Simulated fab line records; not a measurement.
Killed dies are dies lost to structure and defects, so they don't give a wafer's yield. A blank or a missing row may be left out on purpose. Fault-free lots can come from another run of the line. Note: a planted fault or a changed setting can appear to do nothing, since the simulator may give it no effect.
Comparing a struck lot with a sound one -- flow berkeley cmos170 -- 17 steps out of a route of 331
Sound: the wafers L146.3, L146.4, L146.6. The struck wafers were L153.2, L153.5, L153.6. Last of all comes the cause.
Order at every step that has rows: each side's tool, ch and its chambers, its first start. Under that, the readings that differ: sound wafers -- struck wafers -- difference of the means -- sigmas: that difference in standard deviations of wafers without a fault.
alike: a reading whose means differ by less than 2 such deviations, as well as words and numbers matching on both sides. not compared: withheld readings; readings where some wafer has no value; bounds like >300 that might hide an equal value; numbers whose values overlap and for which the record gives no deviation.
Wherever a step has rows on one side only, a row that says differs or no value, or a row with sigmas, the two part there. Numbers that have no deviation but don't overlap get no sigmas and don't part them. A reading that every wafer of one side lacks parts them only if that side has two wafers or more.

UCB170_GATE_THK_MEAS_02:
  struck on film metro-03, day 9 14:20; sound on film metro-01, day 7 20:56
  alike: GATE_OXIDE_THK
then, 2 steps without rows for these wafers: UCB170_GATE_ANNEAL_03 (time 1800 s); UCB170_GATE_CVD_04 (deposits poly-Si from SiH4, time 1440 s, target thk 214 nm).
UCB170_GATE_THK_MEAS_05:
  struck on film metro-01, day 9 21:09; sound on film metro-03, day 8 04:00
  alike: GATE_POLY_THK
then, 6 steps without rows for these wafers: UCB170_GATE_COAT_06; UCB170_GATE_COAT_07 (resist thk 900 nm); UCB170_GATE_SOFTBAKE_08 (time 60 s); UCB170_GATE_EXPOSE_09 (exposes mask POLY, target cd 350 nm); UCB170_GATE_PEB_10; UCB170_GATE_DEVELOP_11 (develop time 45 s).
UCB170_GATE_CD_MEAS_12: the cd target is 350 nm.
  struck on cd sem-02, day 9 23:01; sound on cd sem-01, day 8 05:43
reading,sound,struck,difference,sigmas
cd nm (nm),347.7 347.6 348.7,350.6 351.0 351.4,+3.0,+2
UCB170_GATE_OVL_MEAS_13:
  struck on overlay-02, day 9 23:08; sound on overlay-02, day 8 05:48
  alike: GATE_OVL
UCB170_GATE_ETCH_14: etches BARC in N2/H2.
  sound on rie diel-01 ch 0,1,3, day 8 05:49; struck on rie diel-03 ch 2,3, day 9 23:10
  no value came back on the struck wafers for any of 5 readings (bias w (W), chamber pressure mTorr (mTorr) and others); on the sound wafers bias w (W) reads 100.0 100.4 100.0
UCB170_GATE_ETCH_15: etches poly-Si in HBr/Cl2, stops on SiO2, time 56.3 s, target depth 278.2 nm.
  sound on rie si-01 ch 1,3, day 8 05:52; struck on rie si-02 ch 1,2, day 9 23:12
reading,sound,struck,difference,sigmas
oes product au (a.u.),0.848 0.818 0.834,0.278 0.268 0.273,-0.560,-51
  alike: HBr_flow_sccm, bias w, drypump motor current A, throttle valve pct
  not compared: rf hours counter h
UCB170_GATE_STRIP_16: strips in O2.
  sound on plasma asher-01 ch 0,1, day 8 05:57; struck on plasma asher-04 ch 0,1, day 9 23:15
  alike: drypump motor current A, oes product au
  not compared: rf hours counter h
UCB170_GATE_CD_MEAS_90: the cd target is 350 nm.
  struck on cd sem-02, day 9 23:22; sound on cd sem-01, day 8 06:03
reading,sound,struck,difference,sigmas
cd nm (nm),348.1 347.0 347.9,- - -,no value on the struck wafers,
then, 1 step without rows for these wafers: UCB170_GATE_CLEAN_17 (cleans in SPM, time 600 s).

## WHERE THEY PART
Last at UCB170_GATE_CD_MEAS_90 as far as this record goes, first at UCB170_GATE_CD_MEAS_12.

WHY: whatever the simulator had introduced
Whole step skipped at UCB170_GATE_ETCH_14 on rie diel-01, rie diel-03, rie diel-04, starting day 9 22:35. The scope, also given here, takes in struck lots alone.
